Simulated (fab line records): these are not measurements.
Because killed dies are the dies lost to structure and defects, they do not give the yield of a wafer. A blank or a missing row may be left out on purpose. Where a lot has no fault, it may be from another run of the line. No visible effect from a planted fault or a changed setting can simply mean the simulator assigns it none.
fab line records ; flow berkeleyCmos170 ; part 1 of 2: steps 1 to 40 of 44
record lots=6; wafers=18; lastDay=11
route steps=331 shown CONTACT@226 M1@238 V1@254 M3@331
lots that met no fault: taken from a fault-free run of the same line
startH: the number of hours between the record's first day and the start of the first shown wafer of the lot ; waitH: time in hours since the lot's previous step ; " identical to the entry in the row above ; L1.1+2: a row that stands for several wafers ; - no value, or no start given ; * or withheld: withheld ; < > ~ a bound
route shown NAME@n: a module of which the file shows steps, and the number in the route of the first ; usual: mean/standard deviation taken from wafers without a fault ; same: alike in all rows ; chamber/n: place in a boat ; sites: the reading at each site ; _std_site: standard deviation of those values ; _edge_site: inner sites' mean taken away from outer sites' mean ; radiusMm: how far each site lies from the wafer's centre ; mask NAME#n: copy n ; behind: the most recent tool/chamber to have shaped the wafer ; hold: what put the lot on hold/how long, in hours/how the hold closed ; device: which transistor (n, p or np) failed to switch ; end of line: tests run on the same wafers once the route is complete ; a step given without rows: its recipe and nothing more ; killed: dies lost to structure and defects at the first sort, not the wafer's yield ; map: the dies of a wafer, with x for killed, . for not killed, _ for no die there
set.NAME: the setting that was run; set.NAME@STEP: the one run at that earlier step ; model.NAME: the simulator's own value behind a step, which no gauge read
certain route steps with their lots: each step a table, each wafer a row
services: the hour from which a tool's chamber was out of use, counted from the record's first day as startH (under 0 if before that day), plus the number of hours and why
## steps
# step UCB170_CONTACT_COAT_10
# recipe resist=KrF; spinRpm=1500; resistThkNm=900
# step UCB170_CONTACT_SOFTBAKE_11
# recipe resist=KrF; tempC=130; timeS=60
# step UCB170_CONTACT_EXPOSE_12
# recipe maskId=CONT; targetCdNm=700; na=0.5; sigmaOuter=0.6; sourceShape=conventional; doseMj=35
# step UCB170_CONTACT_PEB_13
# recipe pebTempC=130; pebTimeS=withheld; resist=KrF
# step UCB170_CONTACT_DEVELOP_14
# recipe developer=TMAH; developTimeS=45; resist=KrF; devTempC=21
# step UCB170_CONTACT_CD_MEAS_15
# recipe targetCdNm=700
# usual cdNm=700.2/1.3
lot.wafer;tool;chamber;startH;waitH;cdNm
L422.1;cdSem-01;-;169.83;-;702.0
L422.5;cdSem-01;-;169.83;-;700.4
L422.6;cdSem-01;-;169.83;-;701.3
L421.1;cdSem-01;-;170.11;-;701.9
L421.3;cdSem-01;-;170.11;-;700.5
L421.5;cdSem-01;-;170.11;-;701.3
L429.2;cdSem-01;-;202.48;-;700.4
L429.3;cdSem-01;-;202.48;-;700.2
L429.4;cdSem-01;-;202.48;-;700.3
L433.2;cdSem-02;-;230.17;-;697.2
L433.3;cdSem-02;-;230.17;-;698.1
L433.6;cdSem-02;-;230.17;-;699.5
L437.2;cdSem-02;-;235.11;-;698.9
L437.3;cdSem-02;-;235.11;-;699.7
L437.6;cdSem-02;-;235.11;-;700.0
L440.3;cdSem-01;-;252.94;-;698.6
L440.5;cdSem-01;-;252.94;-;697.1
L440.6;cdSem-01;-;252.94;-;698.8
# step UCB170_CONTACT_OVL_MEAS_16
# usual CONTACT_OVL=1/6.1
lot.wafer;tool;chamber;startH;waitH;CONTACT_OVL[nm]
L422.1;overlay-02;-;169.95;0.1;10
L422.5;overlay-02;-;169.95;0.1;14
L422.6;overlay-02;-;169.95;0.1;10
L421.1;overlay-01;-;170.23;0.1;-1
L421.3;overlay-01;-;170.23;0.1;2
L421.5;overlay-01;-;170.23;0.1;-2
L429.2;overlay-01;-;202.59;0.1;-3
L429.3;overlay-01;-;202.59;0.1;8
L429.4;overlay-01;-;202.59;0.1;0
L433.2;overlay-02;-;230.28;0.1;6
L433.3;overlay-02;-;230.28;0.1;0
L433.6;overlay-02;-;230.28;0.1;2
L437.2;overlay-01;-;235.21;0.1;-3
L437.3;overlay-01;-;235.21;0.1;2
L437.6;overlay-01;-;235.21;0.1;-3
L440.3;overlay-01;-;253.03;0.1;-4
L440.5;overlay-01;-;253.03;0.1;-1
L440.6;overlay-01;-;253.03;0.1;-6
# step UCB170_CONTACT_ETCH_17
# recipe chemistry=N2/H2; targetDepthA=withheld; overetchA=withheld; target=BARC; timeS=withheld; sourceW=500; biasW=100; pressureMtorr=30; n2FlowSccm=100; h2FlowSccm=200
# usual biasW=100.03/0.3; drypumpMotorCurrentA=5.6/0.44; oesProductAu=1.000/0.016; throttleValvePct=13.26/0.18
lot.wafer;tool;chamber;startH;waitH;biasW;drypumpMotorCurrentA;oesProductAu;throttleValvePct
L422.1;rieDiel-02;0;169.99;0.0;100.21;4.8;0.974;13.34
L422.5;rieDiel-02;2;169.99;0.0;99.81;6.0;0.985;13.16
L422.6;rieDiel-02;3;169.99;0.0;99.47;5.9;1.006;13.20
L421.1;rieDiel-01;0;170.26;0.0;99.99;5.4;1.023;13.47
L421.3;rieDiel-01;3;170.26;0.0;99.78;6.1;0.980;13.44
L421.5;rieDiel-01;2;170.26;0.0;99.85;5.5;1.028;13.47
L429.2;rieDiel-01;2;202.62;0.0;100.29;5.5;1.025;13.45
L429.3;rieDiel-01;0;202.62;0.0;100.57;5.4;1.017;13.47
L429.4;rieDiel-01;3;202.62;0.0;99.98;6.1;0.984;13.42
L433.2;rieDiel-02;0;230.31;0.0;99.97;4.8;0.972;13.34
L433.3;rieDiel-02;1;230.31;0.0;100.23;5.8;0.984;13.29
L433.6;rieDiel-02;3;230.31;0.0;99.93;5.8;1.013;13.21
L437.2;rieDiel-01;3;235.24;0.0;100.22;6.0;1.004;13.42
L437.3;rieDiel-01;0;235.24;0.0;100.03;5.4;1.024;13.49
L437.6;rieDiel-01;1;235.24;0.0;99.92;5.2;1.010;13.11
L440.3;rieDiel-02;2;253.06;0.0;100.48;6.0;0.989;13.16
L440.5;rieDiel-02;1;253.06;0.0;100.39;5.8;0.991;13.28
L440.6;rieDiel-02;0;253.06;0.0;100.11;4.8;0.987;13.34
# step UCB170_CONTACT_ETCH_18
# recipe chemistry=CHF3/CF4/Ar; target=PSG; stopOn=TiSi2; CHF3_flow_sccm=45; cf4FlowSccm=15; Ar_flow_sccm=150; pressureMtorr=200; rfW=700; targetDepthA=8400; overEtchFrac=0.2; timeS=195
# step UCB170_CONTACT_STRIP_19
# recipe chemistry=O2; powerW=400; pressureMtorr=3500; platenTempC=withheld; o2FlowSccm=400; overashFraction=0.5
# usual drypumpMotorCurrentA=5.8/0.66; oesProductAu=0.726/0.0046
lot.wafer;tool;chamber;startH;waitH;drypumpMotorCurrentA;oesProductAu;rfHoursCounterH
L422.1;plasmaAsher-04;1;170.16;-;6.1;0.723;7
L422.5;plasmaAsher-04;1;170.16;-;6.0;0.722;-
L422.6;plasmaAsher-04;0;170.16;-;6.7;0.726;-
L421.1;plasmaAsher-01;1;170.43;-;5.5;0.729;39
L421.3;plasmaAsher-01;0;170.43;-;4.8;0.724;-
L421.5;plasmaAsher-01;1;170.43;-;5.5;0.732;-
L429.2;plasmaAsher-01;1;202.78;-;5.5;0.717;43
L429.3;plasmaAsher-01;0;202.78;-;4.8;0.729;-
L429.4;plasmaAsher-01;1;202.78;-;5.5;0.723;-
L433.2;plasmaAsher-01;0;230.48;-;4.8;0.719;46
L433.3;plasmaAsher-01;0;230.48;-;4.8;0.725;-
L433.6;plasmaAsher-01;1;230.48;-;5.5;0.722;-
L437.2;plasmaAsher-04;0;235.41;-;6.7;0.730;14
L437.3;plasmaAsher-04;0;235.41;-;6.7;0.729;-
L437.6;plasmaAsher-04;0;235.41;-;6.7;0.729;-
L440.3;plasmaAsher-04;1;253.26;-;6.0;0.719;-
L440.5;plasmaAsher-04;1;253.26;-;6.1;0.722;-
L440.6;plasmaAsher-04;0;253.26;-;6.7;0.721;-
# step UCB170_CONTACT_CD_MEAS_90
# recipe targetCdNm=700
# usual cdNm=700.3/1.4
lot.wafer;tool;chamber;startH;waitH;cdNm
L422.1;cdSem-01;-;170.26;0.1;702.0
L422.5;cdSem-01;-;170.26;0.1;699.9
L422.6;cdSem-01;-;170.26;0.1;700.7
L421.1;cdSem-01;-;170.62;0.2;702.6
L421.3;cdSem-01;-;170.62;0.2;700.2
L421.5;cdSem-01;-;170.62;0.2;701.8
L429.2;cdSem-01;-;202.90;0.1;701.5
L429.3;cdSem-01;-;202.90;0.1;700.8
L429.4;cdSem-01;-;202.90;0.1;700.3
L433.2;cdSem-01;-;230.60;0.1;697.0
L433.3;cdSem-01;-;230.60;0.1;697.9
L433.6;cdSem-01;-;230.60;0.1;699.8
L437.2;cdSem-01;-;235.53;0.1;698.4
L437.3;cdSem-01;-;235.53;0.1;700.6
L437.6;cdSem-01;-;235.53;0.1;700.1
L440.3;cdSem-02;-;253.36;0.1;698.7
L440.5;cdSem-02;-;253.36;0.1;696.4
L440.6;cdSem-02;-;253.36;0.1;699.3
# step UCB170_CONTACT_CLEAN_20
# recipe chemistry=SPM; tempC=120; timeS=600
# step UCB170_M1_SPUTTER_00
# recipe material=Al; targetThkNm=600; timeS=80; powerW=6000; chamberPressurePa=0.5
# usual chamberPressurePa=0.5000/0.001; throttleValvePct=29.7/1.6
lot.wafer;tool;chamber;startH;waitH;chamberPressurePa;throttleValvePct;model.Al_of_M1_SPUTTER_00.thkNm
L422.1;pvdSputter-01;-;170.80;0.0;0.5006;30.2;598.7
L422.5;pvdSputter-01;-;170.80;0.0;0.4999;28.4;599.9
L422.6;pvdSputter-01;-;170.80;0.0;0.4997;30.1;602
L421.1;pvdSputter-03;-;171.20;0.0;0.4985;30.5;602.9
L421.3;pvdSputter-03;-;171.20;0.0;0.5001;27.6;603.7
L421.5;pvdSputter-03;-;171.20;0.0;0.4998;30.3;603
L429.2;pvdSputter-01;-;203.18;0.0;0.3725;33.1;654.9
L429.3;pvdSputter-01;-;203.18;0.0;0.3722;36.4;650.9
L429.4;pvdSputter-01;-;203.18;0.0;0.3700;31.7;650
L433.2;pvdSputter-01;-;231.00;0.0;0.3735;33.2;642.5
L433.3;pvdSputter-01;-;231.00;0.0;0.3701;36.1;644.7
L433.6;pvdSputter-01;-;231.00;0.0;0.3716;31.5;642.1
L437.2;pvdSputter-04;-;235.81;0.0;0.5007;30.4;606
L437.3;pvdSputter-04;-;235.81;0.0;0.4988;30.8;611.8
L437.6;pvdSputter-04;-;235.81;0.0;0.4987;30.8;607.3
L440.3;pvdSputter-03;-;253.64;0.0;0.4993;32.8;601.3
L440.5;pvdSputter-03;-;253.64;0.0;0.4997;27.7;601.1
L440.6;pvdSputter-03;-;253.64;0.0;0.4995;33.1;602.2
# step UCB170_M1_RS_MEAS_01
# recipe thkMeasGauge=four-point-probe; reads=Al_of_M1_SPUTTER_00
# usual M1_AL_RS=0.0484/0.00042
lot.wafer;tool;chamber;startH;waitH;M1_AL_RS[ohm/sq]
L422.1;filmMetro-01;-;170.86;0.0;0.0487
L422.5;filmMetro-01;-;170.86;0.0;0.0485
L422.6;filmMetro-01;-;170.86;0.0;0.0484
L421.1;filmMetro-04;-;171.26;0.0;0.0483
L421.3;filmMetro-04;-;171.26;0.0;0.0481
L421.5;filmMetro-04;-;171.26;0.0;0.0483
L429.2;filmMetro-04;-;203.26;0.1;0.0438
L429.3;filmMetro-04;-;203.26;0.1;0.0440
L429.4;filmMetro-04;-;203.26;0.1;0.0442
L433.2;filmMetro-04;-;231.08;0.1;0.0447
L433.3;filmMetro-04;-;231.08;0.1;0.0445
L433.6;filmMetro-04;-;231.08;0.1;0.0447
L437.2;filmMetro-03;-;235.89;0.1;0.0480
L437.3;filmMetro-03;-;235.89;0.1;0.0476
L437.6;filmMetro-03;-;235.89;0.1;0.0479
L440.3;filmMetro-01;-;253.74;0.1;0.0483
L440.5;filmMetro-01;-;253.74;0.1;0.0485
L440.6;filmMetro-01;-;253.74;0.1;0.0484
# step UCB170_M1_THK_MEAS_02
# recipe thkMeasGauge=xrf; reads=Al_of_M1_SPUTTER_00
# usual M1_AL_THK=607/6.9
lot.wafer;tool;chamber;startH;waitH;M1_AL_THK[nm]
L422.1;filmMetro-01;-;170.98;0.1;613
L422.5;filmMetro-01;-;170.98;0.1;616
L422.6;filmMetro-01;-;170.98;0.1;619
L421.1;filmMetro-04;-;171.38;0.1;603
L421.3;filmMetro-04;-;171.38;0.1;603
L421.5;filmMetro-04;-;171.38;0.1;604
L429.2;filmMetro-04;-;203.37;0.1;653
L429.3;filmMetro-04;-;203.37;0.1;653
L429.4;filmMetro-04;-;203.37;0.1;654
L433.2;filmMetro-04;-;231.19;0.1;645
L433.3;filmMetro-04;-;231.19;0.1;646
L433.6;filmMetro-04;-;231.19;0.1;640
L437.2;filmMetro-03;-;236.00;0.1;611
L437.3;filmMetro-03;-;236.00;0.1;613
L437.6;filmMetro-03;-;236.00;0.1;609
L440.3;filmMetro-01;-;253.84;0.1;613
L440.5;filmMetro-01;-;253.84;0.1;614
L440.6;filmMetro-01;-;253.84;0.1;616
# step UCB170_M1_COAT_03
# recipe resist=BARC; tempC=withheld; timeS=withheld; spinRpm=3000; resistThkNm=withheld
# step UCB170_M1_COAT_04
# recipe resist=KrF; spinRpm=1500; resistThkNm=900
# step UCB170_M1_SOFTBAKE_05
# recipe resist=KrF; tempC=130; timeS=60
# step UCB170_M1_EXPOSE_06
# recipe maskId=METAL1; targetCdNm=700; na=0.5; sigmaOuter=0.6; sourceShape=conventional; doseMj=21
# step UCB170_M1_PEB_07
# recipe pebTempC=130; pebTimeS=withheld; resist=KrF
# step UCB170_M1_DEVELOP_08
# recipe developer=TMAH; developTimeS=45; resist=KrF; devTempC=21
# step UCB170_M1_CD_MEAS_09
# recipe targetCdNm=700
# usual cdNm=700.0/1.5
lot.wafer;tool;chamber;startH;waitH;cdNm
L422.1;cdSem-02;-;172.00;-;700.8
L422.5;cdSem-02;-;172.00;-;701.6
L422.6;cdSem-02;-;172.00;-;702.7
L421.1;cdSem-01;-;172.40;-;698.5
L421.3;cdSem-01;-;172.40;-;698.5
L421.5;cdSem-01;-;172.40;-;699.4
L429.2;cdSem-02;-;204.41;-;699.6
L429.3;cdSem-02;-;204.41;-;700.7
L429.4;cdSem-02;-;204.41;-;701.2
L433.2;cdSem-02;-;232.46;-;698.6
L433.3;cdSem-02;-;232.46;-;698.8
L433.6;cdSem-02;-;232.46;-;698.6
L437.2;cdSem-02;-;237.22;-;699.7
L437.3;cdSem-02;-;237.22;-;700.3
L437.6;cdSem-02;-;237.22;-;700.4
L440.3;cdSem-01;-;255.11;-;700.5
L440.5;cdSem-01;-;255.11;-;699.1
L440.6;cdSem-01;-;255.11;-;699.8
# step UCB170_M1_OVL_MEAS_10
# usual M1_OVL=1/5.9
lot.wafer;tool;chamber;startH;waitH;M1_OVL[nm]
L422.1;overlay-02;-;172.12;0.1;-2
L422.5;overlay-02;-;172.12;0.1;-6
L422.6;overlay-02;-;172.12;0.1;1
L421.1;overlay-01;-;172.52;0.1;7
L421.3;overlay-01;-;172.52;0.1;4
L421.5;overlay-01;-;172.52;0.1;9
L429.2;overlay-01;-;204.51;0.1;-2
L429.3;overlay-01;-;204.51;0.1;-10
L429.4;overlay-01;-;204.51;0.1;4
L433.2;overlay-01;-;232.57;0.1;3
L433.3;overlay-01;-;232.57;0.1;12
L433.6;overlay-01;-;232.57;0.1;7
L437.2;overlay-01;-;237.32;0.1;9
L437.3;overlay-01;-;237.32;0.1;1
L437.6;overlay-01;-;237.32;0.1;-2
L440.3;overlay-01;-;255.21;0.1;-6
L440.5;overlay-01;-;255.21;0.1;-7
L440.6;overlay-01;-;255.21;0.1;-8
# step UCB170_M1_ETCH_11
# recipe chemistry=N2/H2; targetDepthA=withheld; overetchA=withheld; target=BARC; timeS=withheld; sourceW=500; biasW=100; pressureMtorr=30; n2FlowSccm=100; h2FlowSccm=200
# step UCB170_M1_METAL_ETCH_12
# recipe chemistry=Cl2/BCl3; target=Al; stopOn=PSG; pressureMtorr=12; targetDepthA=7800; overEtchFrac=0.3; timeS=130; icpW=600; biasW=120; Cl2_flow_sccm=90; bcl3FlowSccm=45
# usual biasW=120.0/0.4; drypumpMotorCurrentA=5.8/0.71; oesProductAu=0.853/0.0078; throttleValvePct=24.44/0.18
# same overEtchFrac=0.3
lot.wafer;tool;chamber;startH;waitH;biasW;drypumpMotorCurrentA;oesProductAu;rfHoursCounterH;throttleValvePct
L422.1;rieMetal-04;1;172.20;-;119.5;5.3;0.854;2.1;24.23
L422.5;rieMetal-04;1;172.20;-;120.1;5.3;0.855;-;24.21
L422.6;rieMetal-04;0;172.20;-;120.4;6.6;0.844;-;24.60
L421.1;rieMetal-02;1;172.60;-;119.9;5.8;0.856;3.0;24.26
L421.3;rieMetal-02;1;172.60;-;119.6;5.9;0.847;-;24.26
L421.5;rieMetal-02;1;172.60;-;119.7;5.9;0.839;-;24.26
L429.2;rieMetal-03;1;204.59;-;120.2;6.4;0.902;4.7;24.45
L429.3;rieMetal-03;0;204.59;-;120.5;4.7;0.902;-;24.65
L429.4;rieMetal-03;1;204.59;-;120.2;6.5;0.888;-;24.44
L433.2;rieMetal-02;1;232.64;-;119.5;5.9;0.884;5.6;24.23
L433.3;rieMetal-02;1;232.64;-;120.4;5.9;0.886;-;24.24
L433.6;rieMetal-02;1;232.64;-;119.9;5.9;0.875;-;24.26
L437.2;rieMetal-03;1;237.39;-;120.1;6.5;0.855;5.5;24.45
L437.3;rieMetal-03;1;237.39;-;119.6;6.5;0.852;-;24.47
L437.6;rieMetal-03;0;237.39;-;119.7;4.7;0.866;-;24.67
L440.3;rieMetal-02;1;255.32;-;119.5;5.9;0.848;-;24.26
L440.5;rieMetal-02;1;255.32;-;119.5;5.8;0.843;-;24.27
L440.6;rieMetal-02;0;255.32;-;120.3;6.0;0.858;-;24.24
# step UCB170_M1_STRIP_13
# recipe chemistry=O2; powerW=400; pressureMtorr=3500; platenTempC=withheld; o2FlowSccm=400; overashFraction=0.5
# usual drypumpMotorCurrentA=5.6/0.53; oesProductAu=0.720/0.0048
lot.wafer;tool;chamber;startH;waitH;drypumpMotorCurrentA;oesProductAu;rfHoursCounterH
L422.1;plasmaAsher-04;1;172.33;0.1;6.0;0.715;7
L422.5;plasmaAsher-04;0;172.33;0.1;6.7;0.713;-
L422.6;plasmaAsher-04;1;172.33;0.1;6.0;0.723;-
L421.1;plasmaAsher-02;1;172.87;0.2;5.8;0.719;46
L421.3;plasmaAsher-02;0;172.87;0.2;5.1;0.728;-
L421.5;plasmaAsher-02;1;172.87;0.2;5.9;0.726;-
L429.2;plasmaAsher-02;1;204.72;0.1;5.8;0.721;50
L429.3;plasmaAsher-02;1;204.72;0.1;5.8;0.718;-
L429.4;plasmaAsher-02;0;204.72;0.1;5.1;0.713;-
L433.2;plasmaAsher-02;1;232.77;0.1;5.8;0.727;54
L433.3;plasmaAsher-02;0;232.77;0.1;5.1;0.729;-
L433.6;plasmaAsher-02;1;232.77;0.1;5.8;0.718;-
L437.2;plasmaAsher-02;1;237.53;0.1;5.8;0.725;54
L437.3;plasmaAsher-02;0;237.53;0.1;5.1;0.713;-
L437.6;plasmaAsher-02;1;237.53;0.1;5.9;0.715;-
L440.3;plasmaAsher-03;1;255.44;0.1;6.1;0.719;-
L440.5;plasmaAsher-03;0;255.44;0.1;5.0;0.715;-
L440.6;plasmaAsher-03;1;255.44;0.1;6.1;0.720;-
# step UCB170_M1_CD_MEAS_90
# recipe targetCdNm=700
# usual cdNm=698.9/2.2
lot.wafer;tool;chamber;startH;waitH;cdNm
L422.1;cdSem-02;-;172.43;0.1;700.6
L422.5;cdSem-02;-;172.43;0.1;702.2
L422.6;cdSem-02;-;172.43;0.1;700.9
L421.1;cdSem-01;-;172.97;0.1;697.6
L421.3;cdSem-01;-;172.97;0.1;697.8
L421.5;cdSem-01;-;172.97;0.1;698.8
L429.2;cdSem-01;-;204.84;0.1;700.7
L429.3;cdSem-01;-;204.84;0.1;698.6
L429.4;cdSem-01;-;204.84;0.1;701.3
L433.2;cdSem-01;-;232.90;0.1;698.5
L433.3;cdSem-01;-;232.90;0.1;697.4
L433.6;cdSem-01;-;232.90;0.1;697.8
L437.2;cdSem-01;-;237.65;0.1;698.7
L437.3;cdSem-01;-;237.65;0.1;697.5
L437.6;cdSem-01;-;237.65;0.1;696.2
L440.3;cdSem-01;-;255.54;0.1;699.1
L440.5;cdSem-01;-;255.54;0.1;698.4
L440.6;cdSem-01;-;255.54;0.1;699.0
# step UCB170_M1_ANNEAL_14
# recipe tempC=400; timeS=1200; ambient=formingGas
# step UCB170_V1_CVD_00
# recipe material=SiO2; targetThkNm=2000; tempC=390; precursor=TEOS/O2; timeS=250; rfW=550; pressureMtorr=9000
# usual heaterPowerW=263/64; pressureMtorr=9000/18
lot.wafer;tool;chamber;startH;waitH;heaterPowerW;pressureMtorr
L422.1;pecvd-03;0;173.89;0.0;338;9005
L422.5;pecvd-03;2;173.89;0.0;157;8999
L422.6;pecvd-03;0;173.89;0.0;275;8992
L421.1;pecvd-02;0;175.22;0.0;272;9007
L421.3;pecvd-02;1;175.22;0.0;372;9032
L421.5;pecvd-02;2;175.22;0.0;251;8973
L429.2;pecvd-02;0;206.27;0.0;251;8986
L429.3;pecvd-02;2;206.27;0.0;228;9012
L429.4;pecvd-02;1;206.27;0.0;318;8992
L433.2;pecvd-01;1;235.51;0.0;209;8986
L433.3;pecvd-01;0;235.51;0.0;283;8975
L433.6;pecvd-01;0;235.51;0.0;191;8975
L437.2;pecvd-03;2;239.08;0.0;168;9013
L437.3;pecvd-03;0;239.08;0.0;330;9004
L437.6;pecvd-03;0;239.08;0.0;276;9008
L440.3;pecvd-02;1;257.75;0.0;419;8994
L440.5;pecvd-02;0;257.75;0.0;165;9001
L440.6;pecvd-02;1;257.75;0.0;316;8998
# step UCB170_V1_THK_MEAS_01
# recipe reads=SiO2_of_V1_CVD_00
# usual V1_TEOS_THK=2001/24
lot.wafer;tool;chamber;startH;waitH;V1_TEOS_THK[nm]
L422.1;filmMetro-02;-;174.04;0.1;1983
L422.5;filmMetro-02;-;174.04;0.1;2034
L422.6;filmMetro-02;-;174.04;0.1;2029
L421.1;filmMetro-02;-;175.38;0.1;1972
L421.3;filmMetro-02;-;175.38;0.1;1979
L421.5;filmMetro-02;-;175.38;0.1;2007
L429.2;filmMetro-02;-;206.44;0.1;2017
L429.3;filmMetro-02;-;206.44;0.1;2012
L429.4;filmMetro-02;-;206.44;0.1;1999
L433.2;filmMetro-03;-;235.67;0.1;1977
L433.3;filmMetro-03;-;235.67;0.1;1985
L433.6;filmMetro-03;-;235.67;0.1;2034
L437.2;filmMetro-03;-;239.25;0.1;2005
L437.3;filmMetro-03;-;239.25;0.1;1994
L437.6;filmMetro-03;-;239.25;0.1;2005
L440.3;filmMetro-04;-;257.92;0.1;1999
L440.5;filmMetro-04;-;257.92;0.1;2048
L440.6;filmMetro-04;-;257.92;0.1;2050
# step UCB170_V1_CMP_02
# recipe material=SiO2; downForcePsi=6; platenRpm=60; padVelocityMS=0.75398
# usual motorCurrentA=16.3/2; slurryFlowMlMin=150.0/0.42
lot.wafer;tool;chamber;startH;waitH;motorCurrentA;slurryFlowMlMin
L422.1;cmp-02;3;174.20;0.1;15.3;150.2
L422.5;cmp-02;1;174.20;0.1;15.1;149.8
L422.6;cmp-02;2;174.20;0.1;17.9;149.6
L421.1;cmp-01;3;175.44;0.1;18.2;150.1
L421.3;cmp-01;0;175.44;0.1;15.0;149.7
L421.5;cmp-01;0;175.44;0.1;14.4;149.1
L429.4;cmp-01;2;206.49;0.0;18.7;150.5
L429.2;cmp-01;3;206.49;0.0;17.2;149.7
L429.3;cmp-01;0;206.49;0.0;15.3;149.5
L433.3;cmp-01;2;236.77;1.1;18.3;150.3
L433.2;cmp-01;3;236.77;1.1;17.7;148.9
L433.6;cmp-01;2;236.77;1.1;18.8;150.1
L437.3;cmp-01;3;239.35;0.1;17.5;150.0
L437.2;cmp-01;1;239.35;0.1;18.3;149.8
L437.6;cmp-01;2;239.35;0.1;19.3;149.7
L440.3;cmp-02;0;257.96;0.0;14.2;149.9
L440.6;cmp-02;0;257.96;0.0;13.7;149.7
L440.5;cmp-02;1;257.96;0.0;14.6;150.0
# step UCB170_V1_BOW_MEAS_03
# recipe mode=bow
# usual V1_BOW=18/7.4
lot.wafer;tool;chamber;startH;waitH;V1_BOW[um]
L422.1;filmMetro-04;-;174.40;0.1;26
L422.5;filmMetro-04;-;174.40;0.1;29
L422.6;filmMetro-04;-;174.40;0.1;27
L421.1;filmMetro-04;-;175.74;0.2;16
L421.3;filmMetro-04;-;175.74;0.2;7
L421.5;filmMetro-04;-;175.74;0.2;31
L429.2;filmMetro-03;-;206.83;0.2;17
L429.3;filmMetro-03;-;206.83;0.2;20
L429.4;filmMetro-03;-;206.83;0.2;30
L433.2;filmMetro-03;-;237.04;0.2;19
L433.3;filmMetro-03;-;237.04;0.2;6
L433.6;filmMetro-03;-;237.04;0.2;3
L437.2;filmMetro-04;-;239.62;0.1;23
L437.3;filmMetro-04;-;239.62;0.1;18
L437.6;filmMetro-04;-;239.62;0.1;17
L440.3;filmMetro-02;-;258.30;0.3;20
L440.5;filmMetro-02;-;258.30;0.3;18
L440.6;filmMetro-02;-;258.30;0.3;29
# step UCB170_V1_THK_MEAS_04
# recipe reads=SiO2_of_V1_CVD_00
# usual V1_POLISHED_THK=1000.1/1
lot.wafer;tool;chamber;startH;waitH;V1_POLISHED_THK[nm]
L422.1;filmMetro-04;-;174.52;0.1;999.5
L422.5;filmMetro-04;-;174.52;0.1;1000.1
L422.6;filmMetro-04;-;174.52;0.1;998.6
L421.1;filmMetro-04;-;175.86;0.1;999.1
L421.3;filmMetro-04;-;175.86;0.1;998.8
L421.5;filmMetro-04;-;175.86;0.1;1000.0
L429.2;filmMetro-03;-;206.94;0.1;1000.5
L429.3;filmMetro-03;-;206.94;0.1;1000.5
L429.4;filmMetro-03;-;206.94;0.1;1001.1
L433.2;filmMetro-03;-;237.15;0.1;998.6
L433.3;filmMetro-03;-;237.15;0.1;999.7
L433.6;filmMetro-03;-;237.15;0.1;999.5
L437.2;filmMetro-04;-;239.73;0.1;999.3
L437.3;filmMetro-04;-;239.73;0.1;997.8
L437.6;filmMetro-04;-;239.73;0.1;999.8
L440.3;filmMetro-02;-;258.40;0.1;1000.6
L440.5;filmMetro-02;-;258.40;0.1;1000.8
L440.6;filmMetro-02;-;258.40;0.1;1000.2
# step UCB170_V1_CLEAN_05
# recipe chemistry=DIW
# step UCB170_V1_HMDS_06
# recipe primeTimeS=60; primeTempC=100
# step UCB170_V1_COAT_07
# recipe resist=KrF; spinRpm=1500; resistThkNm=900
# step UCB170_V1_SOFTBAKE_08
# recipe resist=KrF; tempC=130; timeS=60
# step UCB170_V1_EXPOSE_09
# recipe maskId=VIA1; targetCdNm=700; na=0.5; sigmaOuter=0.6; sourceShape=conventional; doseMj=37
# step UCB170_V1_PEB_10
# recipe pebTempC=130; pebTimeS=withheld; resist=KrF
# step UCB170_V1_DEVELOP_11
# recipe developer=TMAH; developTimeS=45; resist=KrF; devTempC=21
## key
firstSign step=UCB170_M1_SPUTTER_00; reading=chamberPressurePa; direction=down; sigmas=99+; usual=0.5000; struck=0.3716
effect step=UCB170_M1_SPUTTER_00; reading=throttleValvePct; direction=up; sigmas=2.4; usual=29.7; struck=33.7
effect step=UCB170_M1_RS_MEAS_01; reading=M1_AL_RS; direction=down; sigmas=9.8; usual=0.0484; struck=0.0443
effect step=UCB170_M1_THK_MEAS_02; reading=M1_AL_THK; direction=up; sigmas=6.1; usual=607; struck=648
effect step=UCB170_M1_METAL_ETCH_12; reading=oesProductAu; direction=up; sigmas=4.7; usual=0.853; struck=0.889
modelEffect step=UCB170_M1_SPUTTER_00; value=Al_of_M1_SPUTTER_00.thkNm; without=600.3; struck=647.5
modelEffect step=UCB170_V1_ETCH_14; value=Al_of_M1_SPUTTER_00.thkNm; without=598.7; struck=645.9
modelEffect step=UCB170_M3_PROBE_99; value=etest.m1CombOverSteps.leakLog10AUm; without=-12.79; struck=-12.52
metAt UCB170_M1_SPUTTER_00
struckWafers L429.2,L429.3,L429.4,L433.2,L433.3,L433.6
onsetBetween 170.80 203.18
fault kind=processParameterDrift; tool=pvdSputter-01; chamber=-; onsetH=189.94; steps=UCB170_M1_SPUTTER_00; channel=chamberPressurePa; offset=-0.12815; shape=step; endH=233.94; actsIn=theseRecipesOnly; stated=0.5
